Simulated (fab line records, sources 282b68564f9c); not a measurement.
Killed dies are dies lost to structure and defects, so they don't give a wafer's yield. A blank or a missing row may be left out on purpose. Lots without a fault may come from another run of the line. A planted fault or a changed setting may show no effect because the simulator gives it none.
fab line records | flow rit_cmos
record lots=14 wafers=42 last_day=8
route steps=202 shown SDANNEAL@153 M1@202
lots that met no fault: from a run of the same line without faults
start_h: hours from the record's first day to the start of the lot's first wafer shown | wait_h: hours since the lot's step before | " the same as in the row above | L1.1+2: a row that stands for several wafers | - no value, or no start given | * or withheld: withheld | < > ~ a bound
route shown NAME@n: a module of which the file shows steps, and the number in the route of the first | usual: mean/standard deviation of fault-free wafers | same: alike in all rows | chamber/n: place in a boat | sites: the reading at each site | _std_site: their standard deviation | _edge_site: outer sites' mean less inner sites' | radius_mm: how far each site lies from the wafer's centre | mask NAME#n: copy n | behind: the tool/chamber that last shaped the wafer | hold: why the lot was held/for how many hours/how that ended | device: the transistor (n, p or np) that didn't switch | end of line: the same wafers' tests at the end of the route | a step without rows: its recipe alone | killed: dies lost to structure and defects at the first sort, not the wafer's yield | map: a wafer's dies, x killed, . not, _ none there
set.NAME: the setting as run; set.NAME@STEP: as run at that earlier step | model.NAME: the simulator's own value behind a step, which no gauge read
steps of the route over a sample of lots; a table a step, a row a wafer
services: from which hour (start_h, from the record's first day; less than 0 if before it) a tool's chamber was out of use, for how many hours, and why
## steps
# step RIT_SDANNEAL_CLEAN_00
# recipe chemistry=SC1 mix=3:3:50 time_s=600 temp_c=75
# usual run_length_s=628/3.5 temp_c=75.04/0.12
# columns lot.wafer tool chamber start_h wait_h run_length_s temp_c
L319.1 wet_bench-02 2 50.95 0.1 627 75.00
L319.4 " 2 " " 627 75.05
L319.6 " 2 " " 627 75.05
L321.1 wet_bench-01 0 60.86 0.1 623 74.87
L321.5 " 0 " " 623 74.91
L321.6 " 0 " " 623 75.11
L322.2 wet_bench-01 2 66.73 0.0 625 74.93
L322.3 " 2 " " 625 74.83
L322.6 " 2 " " 625 74.93
L323.1 wet_bench-03 1 76.31 0.1 627 74.87
L323.2 " 1 " " 627 74.92
L323.6 " 1 " " 627 74.96
L324.2 wet_bench-03 1 78.09 0.0 627 75.03
L324.5 " 1 " " 627 75.05
L324.6 " 1 " " 627 75.11
L326.1 wet_bench-01 3 86.66 0.1 534 74.84
L326.4 " 3 " " 534 74.88
L326.5 " 3 " " 534 75.09
L328.1 wet_bench-01 3 99.29 0.1 533 75.11
L328.2 " 3 " " 533 75.14
L328.4 " 3 " " 533 75.03
L331.1 wet_bench-03 0 119.72 0.1 625 74.99
L331.4 " 0 " " 625 74.89
L331.6 " 0 " " 625 75.18
L333.2 wet_bench-02 2 125.92 0.0 627 74.89
L333.5 " 2 " " 627 75.00
L333.6 " 2 " " 627 75.18
L336.3 wet_bench-03 1 149.37 0.0 636 75.13
L336.4 " 1 " " 636 75.36
L336.6 " 1 " " 636 75.19
L338.3 wet_bench-02 1 150.99 0.0 633 75.04
L338.5 " 1 " " 633 74.82
L338.6 " 1 " " 633 75.17
L339.2 wet_bench-03 3 156.01 0.0 634 75.14
L339.3 " 3 " " 634 75.09
L339.5 " 3 " " 634 75.23
L341.1 wet_bench-03 0 170.40 0.1 626 75.16
L341.3 " 0 " " 626 75.01
L341.6 " 0 " " 626 74.96
L342.3 wet_bench-01 0 172.61 0.0 625 74.99
L342.4 " 0 " " 625 75.08
L342.6 " 0 " " 625 75.30
# step RIT_M1_PROBE_99
# usual killed_at_M0_to_M3=0.0/0.083 killed_at_contacts=0.1/0.23 killed_at_front_end=7/3.1 killed_dies=7/3.1 killed_open=3.3/2 killed_short=3.6/1.9
# same gross_dies=264 killed_at_M4_up=0 killed_at_back_side=0 killed_at_other=0
# columns lot.wafer tool chamber start_h wait_h killed_at_M0_to_M3 killed_at_contacts killed_at_front_end killed_dies killed_open killed_short
L324.2 prober-01 - 85.99 0.1 0 1 6 7 2 5
L324.5 prober-01 - 86.14 0.2 0 0 9 9 3 6
L324.6 prober-01 - 86.19 0.2 0 0 4 4 1 3
L338.3 prober-01 - 158.98 0.2 0 0 12 12 9 3
L338.5 prober-01 - 159.08 0.2 0 0 13 13 8 5
L338.6 prober-01 - 159.13 0.2 0 0 10 10 4 6
# killed by level:class
L324.2 ACTIVE:geometric_particle:short=1 FOX1:geometric_particle:short=1 FOX2:geometric_particle:short=1 REOX:geometric_particle:short=1 SPACER:geometric_particle:open=1 SILICIDE:geometric_particle:short=1 CONTACT:geometric_particle:open=1
L324.5 FOX2:geometric_particle:short=2 SILICIDE:geometric_particle:short=2 FOX1:geometric_particle:open=1 FOX1:geometric_particle:short=1 GATE:geometric_particle:open=1 REOX:geometric_particle:short=1 REOX:geometric_particle:open=1
L324.6 GATE:geometric_particle:short=2 FOX1:geometric_particle:short=1 SILICIDE:geometric_particle:open=1
L338.3 GATE:geometric_particle:open=5 GATE:geometric_particle:short=2 REOX:geometric_particle:open=2 SPACER:geometric_particle:short=1 SPACER:geometric_particle:open=1 SILICIDE:geometric_particle:open=1
L338.5 FOX2:geometric_particle:open=2 GATE:geometric_particle:open=2 SPACER:geometric_particle:short=2 SILICIDE:geometric_particle:open=2 FOX1:geometric_particle:open=1 FOX2:geometric_particle:short=1 GATE:geometric_particle:short=1 SPACER:geometric_particle:open=1
L338.6 GATE:geometric_particle:short=4 FOX1:geometric_particle:short=2 FOX2:geometric_particle:open=2 FOX1:geometric_particle:open=1 GATE:geometric_particle:open=1
## services
# columns tool chamber start_h hours kind
wet_bench-02 - 35.92 2.2 repair
## key
first_sign step=RIT_SDANNEAL_CLEAN_00 reading=run_length_s direction=down sigmas=27 usual=* struck=*
effect none on later readings
met_at RIT_SDANNEAL_CLEAN_00
struck_lots L326,L328
tester_left_out L326,L328
onset_between 66.73 86.66
fault kind=process_parameter_drift tool=wet_bench-01 chamber=- onset_h=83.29 steps=RIT_SDANNEAL_CLEAN_00 channel=time_s offset=* shape=step end_h=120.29 acts_in=* stated=*
# tester_left_out: of these lots the tester's yield and bins aren't shown, on N5 and GAA mostly nor the transistor test; their killed dies are dies lost to structure and defects alone, not to doping, threshold or leakage, so they don't give the yield
